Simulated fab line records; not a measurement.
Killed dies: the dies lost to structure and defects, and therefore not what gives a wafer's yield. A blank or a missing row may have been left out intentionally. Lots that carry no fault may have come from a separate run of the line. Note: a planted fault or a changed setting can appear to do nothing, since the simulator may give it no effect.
Split-lot experiment -- flow ritCmos -- 23 wafers read from 5 lots, route of 202 steps

## SPLIT DETAILS
At RIT_GATE_ETCH_19 (etches poly-Si in SF6/CHF3/O2, stops on SiO2, time 165 s, target depth 312.5 nm), the setting rfW was moved away from the recipe's 160 W on 8 of the 23 wafers read, by -12.0% to +11.7%. All remaining wafers had this setting at the recipe value.

The reading comes from the split's own step.

## THE READING
NOVOLAK_of_GATE_COAT_11.thkNm (the simulator's own value, which no gauge read), in nm, at RIT_GATE_ETCH_19 (etches poly-Si in SF6/CHF3/O2, stops on SiO2, time 165 s, target depth 312.5 nm). No usual value for it is given in the file. Average 669.6 nm, standard deviation 2.7 nm, over the 15 wafers here run with the recipe.

wafer,"tool, chamber at the split","rfW as run, W",against the recipe,"NOVOLAK_of_GATE_COAT_11.thkNm, nm",against lot-mates on the recipe
L074.1,"rieSi-02, 0",160,recipe,666.4,-
L074.2,"rieSi-02, 3",140.8,-12.0%,680,+11.3
L074.4,"rieSi-02, 2",160,recipe,669.3,-
L074.5,"rieSi-02, 1",160,recipe,670.5,-
L074.6,"rieSi-02, 0",140.8,-12.0%,677.7,+9.0
L076.1,"rieSi-02, 2",160,recipe,666.3,-
L076.2,"rieSi-02, 1",160,recipe,669.8,-
L076.5,"rieSi-02, 1",160,recipe,668.2,-
L078.1,"rieSi-02, 1",160,recipe,668.1,-
L078.2,"rieSi-02, 0",160,recipe,667.8,-
L078.4,"rieSi-02, 3",160,recipe,667.1,-
L078.5,"rieSi-02, 1",160,recipe,670.7,-
L078.6,"rieSi-02, 0",160,recipe,669,-
L083.1,"rieSi-02, 1",178.7,+11.7%,658.8,-11.2
L083.2,"rieSi-02, 0",178.7,+11.7%,659,-11.0
L083.3,"rieSi-02, 3",160,recipe,668,-
L083.4,"rieSi-02, 2",178.7,+11.7%,660.7,-9.3
L083.6,"rieSi-02, 2",160,recipe,672.1,-
L084.1,"rieSi-02, 2",160,recipe,676,-
L084.2,"rieSi-02, 3",176.8,+10.5%,664.9,-10.4
L084.3,"rieSi-02, 1",176.8,+10.5%,664.7,-10.6
L084.4,"rieSi-02, 0",176.8,+10.5%,665.8,-9.5
L084.5,"rieSi-02, 2",160,recipe,674.6,-

FIT RESULTS
A straight line over all 23 wafers: NOVOLAK_of_GATE_COAT_11.thkNm changes by -0.705 nm for each +1% of rfW; r = -0.87; the points scatter about the line by 2.7 nm.
The same after taking each lot's own level away (the mean of its wafers on the recipe; 23 wafers): -0.901 nm for each +1%; r = -0.98; scatter 1.4 nm.
Per that fit: largest rfW move, reading shift of 11 nm.
From 668.10 to 675.30 nm: that is the span of the lots' own levels, equal to 2.6 times the standard deviation above.
So the slope is not independent of the lot-to-lot level: the two fits are not the same.
Check: with one of the wafers moved furthest among these (-12.0%) left out of the fit, the line predicts +10.5 nm for it against its lot-mates. It came out at +11.3 nm against them.

## THESE WAFERS: OTHER SPLITS
Before the reading, these wafers also passed through other splits. Each is held against what the fit with the lots' levels taken away leaves over:
other split on the same wafers,wafers away from the commonest value,r with NOVOLAK_of_GATE_COAT_11.thkNm (lot level and that fit taken away)
RIT_ACTIVE_COAT_06 resistThkNm,6,-0.07
RIT_ACTIVE_DEVELOP_10 developTimeS,6,-0.10
RIT_FOX1_OXIDATION_00 tempC,15,+0.03
RIT_NWELL_IMPLANT_08 doseCm2,10,-0.24
RIT_PWELL_COAT_01 spinRpm,12,-0.03
RIT_PWELL_IMPLANT_08 doseCm2,8,+0.15
RIT_GATE_CVD_08 sih4FlowSccm,10,+0.07

## THE FILE'S OWN FIT
NOVOLAK_of_GATE_COAT_11.thkNm changes by -0.897 nm for each +1% of rfW, r = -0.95.
